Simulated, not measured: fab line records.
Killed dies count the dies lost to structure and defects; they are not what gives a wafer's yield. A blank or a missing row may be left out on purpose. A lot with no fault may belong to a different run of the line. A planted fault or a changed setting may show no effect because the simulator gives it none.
Check of tool commonality || flow berkeleyCmos170 || Lots sampled 14, wafers sampled 42

## REASON IT WAS OPENED
Of 14 lots, 2 have the reading M2_AL_RS flagged at UCB170_M2_RS_MEAS_02. Fault-free wafers read 0.0321 ohm/sq, with a standard deviation of 0.0004.
Rule: a lot is flagged in two cases, either no wafer of it has a number, or all its wafers with numbers fall more than 4 standard deviations from that mean. All remaining lots are regarded as sound.

{"lot": "L416", "measured": "day 7 16:46", "on": "filmMetro-03", "M2_AL_RS (ohm/sq), wafer by wafer": "0.0328 0.0327 0.0328", "flag": ""}
{"lot": "L415", "measured": "day 7 17:05", "on": "filmMetro-04", "M2_AL_RS (ohm/sq), wafer by wafer": "0.0314 0.0320 0.0320", "flag": ""}
{"lot": "L417", "measured": "day 7 20:07", "on": "filmMetro-03", "M2_AL_RS (ohm/sq), wafer by wafer": "0.0325 0.0327 0.0325", "flag": ""}
{"lot": "L419", "measured": "day 8 10:57", "on": "filmMetro-03", "M2_AL_RS (ohm/sq), wafer by wafer": "0.0323 0.0324 0.0323", "flag": ""}
{"lot": "L421", "measured": "day 8 17:16", "on": "filmMetro-03", "M2_AL_RS (ohm/sq), wafer by wafer": "0.0325 0.0325 0.0326", "flag": ""}
{"lot": "L420", "measured": "day 8 17:29", "on": "filmMetro-02", "M2_AL_RS (ohm/sq), wafer by wafer": "0.0320 0.0316 0.0319", "flag": ""}
{"lot": "L422", "measured": "day 8 20:29", "on": "filmMetro-04", "M2_AL_RS (ohm/sq), wafer by wafer": "0.0324 0.0326 0.0326", "flag": ""}
{"lot": "L423", "measured": "day 8 20:43", "on": "filmMetro-03", "M2_AL_RS (ohm/sq), wafer by wafer": "0.0322 0.0319 0.0322", "flag": ""}
{"lot": "L429", "measured": "day 10 11:39", "on": "filmMetro-03", "M2_AL_RS (ohm/sq), wafer by wafer": "0.0382 0.0386 0.0391", "flag": "FLAGGED"}
{"lot": "L430", "measured": "day 10 11:57", "on": "filmMetro-02", "M2_AL_RS (ohm/sq), wafer by wafer": "0.0320 0.0317 0.0318", "flag": ""}
{"lot": "L433", "measured": "day 10 19:20", "on": "filmMetro-04", "M2_AL_RS (ohm/sq), wafer by wafer": "0.0329 0.0327 0.0326", "flag": ""}
{"lot": "L432", "measured": "day 11 02:35", "on": "filmMetro-04", "M2_AL_RS (ohm/sq), wafer by wafer": "0.0386 0.0385 0.0383", "flag": "FLAGGED"}
{"lot": "L435", "measured": "day 11 16:20", "on": "filmMetro-04", "M2_AL_RS (ohm/sq), wafer by wafer": "0.0315 0.0315 0.0315", "flag": ""}
{"lot": "L437", "measured": "day 12 01:02", "on": "filmMetro-03", "M2_AL_RS (ohm/sq), wafer by wafer": "0.0321 0.0313 0.0319", "flag": ""}
The mean of the flagged lots' numbers is 0.0386 ohm/sq, +0.0065 ohm/sq from the usual (+16 standard deviations).

## TOOL THAT RAN EACH LOT
The record holds 1 process step before the reading, out of a route of 331 steps. Cell contents, in order: the tool; ch with the chambers the sampled wafers went through; the start.
{"lot": "L416", "flag": "", "UCB170_M2_SPUTTER_01": "pvdSputter-01, day 7 16:41"}
{"lot": "L415", "flag": "", "UCB170_M2_SPUTTER_01": "pvdSputter-04, day 7 17:00"}
{"lot": "L417", "flag": "", "UCB170_M2_SPUTTER_01": "pvdSputter-04, day 7 19:58"}
{"lot": "L419", "flag": "", "UCB170_M2_SPUTTER_01": "pvdSputter-04, day 8 10:51"}
{"lot": "L421", "flag": "", "UCB170_M2_SPUTTER_01": "pvdSputter-04, day 8 17:09"}
{"lot": "L420", "flag": "", "UCB170_M2_SPUTTER_01": "pvdSputter-01, day 8 17:23"}
{"lot": "L422", "flag": "", "UCB170_M2_SPUTTER_01": "pvdSputter-04, day 8 20:25"}
{"lot": "L423", "flag": "", "UCB170_M2_SPUTTER_01": "pvdSputter-01, day 8 20:37"}
{"lot": "L429", "flag": "FLAGGED", "UCB170_M2_SPUTTER_01": "pvdSputter-01, day 10 11:34"}
{"lot": "L430", "flag": "", "UCB170_M2_SPUTTER_01": "pvdSputter-04, day 10 11:52"}
{"lot": "L433", "flag": "", "UCB170_M2_SPUTTER_01": "pvdSputter-02, day 10 19:16"}
{"lot": "L432", "flag": "FLAGGED", "UCB170_M2_SPUTTER_01": "pvdSputter-01, day 11 02:31"}
{"lot": "L435", "flag": "", "UCB170_M2_SPUTTER_01": "pvdSputter-04, day 11 16:15"}
{"lot": "L437", "flag": "", "UCB170_M2_SPUTTER_01": "pvdSputter-02, day 12 00:56"}
What these steps do:
- UCB170_M2_SPUTTER_01: material Al, target thk 900 nm, time 120 s.
- UCB170_M2_RS_MEAS_02: measures by four-point-probe.

## FLAGGED OVER TOTAL, TOOL BY TOOL (the gauges that took the reading come last)
{"step": "UCB170_M2_SPUTTER_01", "tool": "pvdSputter-01", "lots run": 5, "flagged": 2, "share of the flagged lots": "all", "sound lots run after its first flagged lot": 0}
{"step": "UCB170_M2_SPUTTER_01", "tool": "pvdSputter-02", "lots run": 2, "flagged": 0, "share of the flagged lots": "none", "sound lots run after its first flagged lot": "-"}
{"step": "UCB170_M2_SPUTTER_01", "tool": "pvdSputter-04", "lots run": 7, "flagged": 0, "share of the flagged lots": "none", "sound lots run after its first flagged lot": "-"}
{"step": "UCB170_M2_RS_MEAS_02", "tool": "filmMetro-02", "lots run": 2, "flagged": 0, "share of the flagged lots": "none", "sound lots run after its first flagged lot": "-"}
{"step": "UCB170_M2_RS_MEAS_02", "tool": "filmMetro-03", "lots run": 7, "flagged": 1, "share of the flagged lots": "some", "sound lots run after its first flagged lot": "1 (L437)"}
{"step": "UCB170_M2_RS_MEAS_02", "tool": "filmMetro-04", "lots run": 5, "flagged": 1, "share of the flagged lots": "some", "sound lots run after its first flagged lot": "1 (L435)"}

## WHAT THE TABLE PERMITS
Rows of the table that ran each flagged lot: 1, that is pvdSputter-01 at UCB170_M2_SPUTTER_01.
- pvdSputter-01 at UCB170_M2_SPUTTER_01 ran 5 lots, 2 of them flagged. Its last sound lot is L423 (day 8 20:37), its first flagged lot L429 (day 10 11:34): a fault that began between those two fits. Its own readings lie more than 4 standard deviations out on every wafer of the flagged lots: chamberPressurePa, throttleValvePct.
Just one tool remains: pvdSputter-01 at UCB170_M2_SPUTTER_01.

## WHAT THE SIMULATOR HAD PUT IN
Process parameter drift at UCB170_M2_SPUTTER_01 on pvdSputter-01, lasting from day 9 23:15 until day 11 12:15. The setting chamberPressurePa was moved by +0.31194, starting from 0.5. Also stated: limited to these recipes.
Lots struck among those shown: L429, L432. This agrees with what the rule above found.
